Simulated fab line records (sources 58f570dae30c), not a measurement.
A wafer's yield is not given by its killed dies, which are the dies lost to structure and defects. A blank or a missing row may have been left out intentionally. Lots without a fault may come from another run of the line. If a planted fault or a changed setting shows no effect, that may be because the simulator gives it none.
A lot that was struck, set against a sound lot ; flow berkeleyCmos170 ; 19 out of 331 route steps
Sound: wafers L847.3, L847.4, L847.6. Struck: wafers L853.3, L853.4, L853.6. The cause is given at the end.
Per side, at each step with rows, come the tool, then ch with its chambers, and then its first start. Under that, the readings that differ: sound wafers ; struck wafers ; difference of the means ; sigmas: that difference in standard deviations of wafers without a fault.
alike: a reading whose means differ by less than 2 such deviations, as well as words and numbers matching on both sides. not compared: withheld readings; readings where some wafer has no value; bounds like >300 that might hide an equal value; numbers whose values overlap and for which the record gives no deviation.
A row with sigmas, a row that says differs or no value, or rows on one side alone: a step with any of these is where the two part. Numbers that don't overlap but have no deviation are shown without sigmas and don't part them. A reading that every wafer of one side lacks parts them only if that side has two wafers or more.

first, 5 steps without rows for these wafers: UCB170_PSD_COAT_01 (resist thk 900 nm); UCB170_PSD_SOFTBAKE_02 (time 60 s); UCB170_PSD_EXPOSE_03 (exposes mask PSELECT MOD, target cd 1200 nm); UCB170_PSD_PEB_04; UCB170_PSD_DEVELOP_05 (develop time 45 s).
UCB170_PSD_CD_MEAS_06 targets a cd of 1200 nm.
  struck on cdSem-02, day 11 05:00; sound on cdSem-01, day 9 21:31
  alike: cdNm
UCB170_PSD_OVL_MEAS_07:
  struck on overlay-01, day 11 05:05; sound on overlay-02, day 9 21:37
  alike: PSD_OVL
next, for these wafers, 1 step has no rows: UCB170_PSD_IMPLANT_08.
UCB170_PSD_STRIP_09: strips in O2.
  sound on plasmaAsher-03 ch 0,1, day 9 21:49; struck on plasmaAsher-01 ch 0,1, day 11 05:18
  alike: drypumpMotorCurrentA, oesProductAu, stripTimeToEndpointS
  not compared: rfHoursCounterH
UCB170_PSD_TW_MEAS_10:
  struck on filmMetro-02, day 11 05:23; sound on filmMetro-02, day 9 21:54
  alike: PSD_TW
then, 2 steps without rows for these wafers: UCB170_PSD_CLEAN_11 (cleans in SPM, time 600 s); UCB170_NSD_HMDS_00 (prime time 60 s).
UCB170_NSD_COAT_01: resist thk 900 nm.
  struck on lithoTrack-04, day 11 06:00; sound on lithoTrack-04 ch 0, day 9 22:20
  no value came back on the struck wafers for chillPlateTempC (C), dispensePressureKPa (kPa), spinSpeedRpm (rpm); on the sound wafers chillPlateTempC (C) reads 22.88 22.94 23.00
then, 4 steps without rows for these wafers: UCB170_NSD_SOFTBAKE_02 (time 60 s); UCB170_NSD_EXPOSE_03 (exposes mask NSELECT MOD, target cd 1200 nm); UCB170_NSD_PEB_04; UCB170_NSD_DEVELOP_05 (develop time 45 s).
UCB170_NSD_CD_MEAS_06 targets a cd of 1200 nm.
  struck on cdSem-02, day 11 06:49; sound on cdSem-02, day 9 23:22
reading;sound;struck;difference;sigmas
cdNm (nm);1200.5 1200.2 1200.2;- - -;no value on the struck wafers;
UCB170_NSD_OVL_MEAS_07:
  struck on overlay-01, day 11 06:54; sound on overlay-01, day 9 23:27
reading;sound;struck;difference;sigmas
NSD_OVL (nm);-1 8 2;- - -;no value on the struck wafers;

== WHERE THEY PART ==
At UCB170_NSD_COAT_01 first; at UCB170_NSD_OVL_MEAS_07 last (within this record only).

WHY: what had been put in by the simulator
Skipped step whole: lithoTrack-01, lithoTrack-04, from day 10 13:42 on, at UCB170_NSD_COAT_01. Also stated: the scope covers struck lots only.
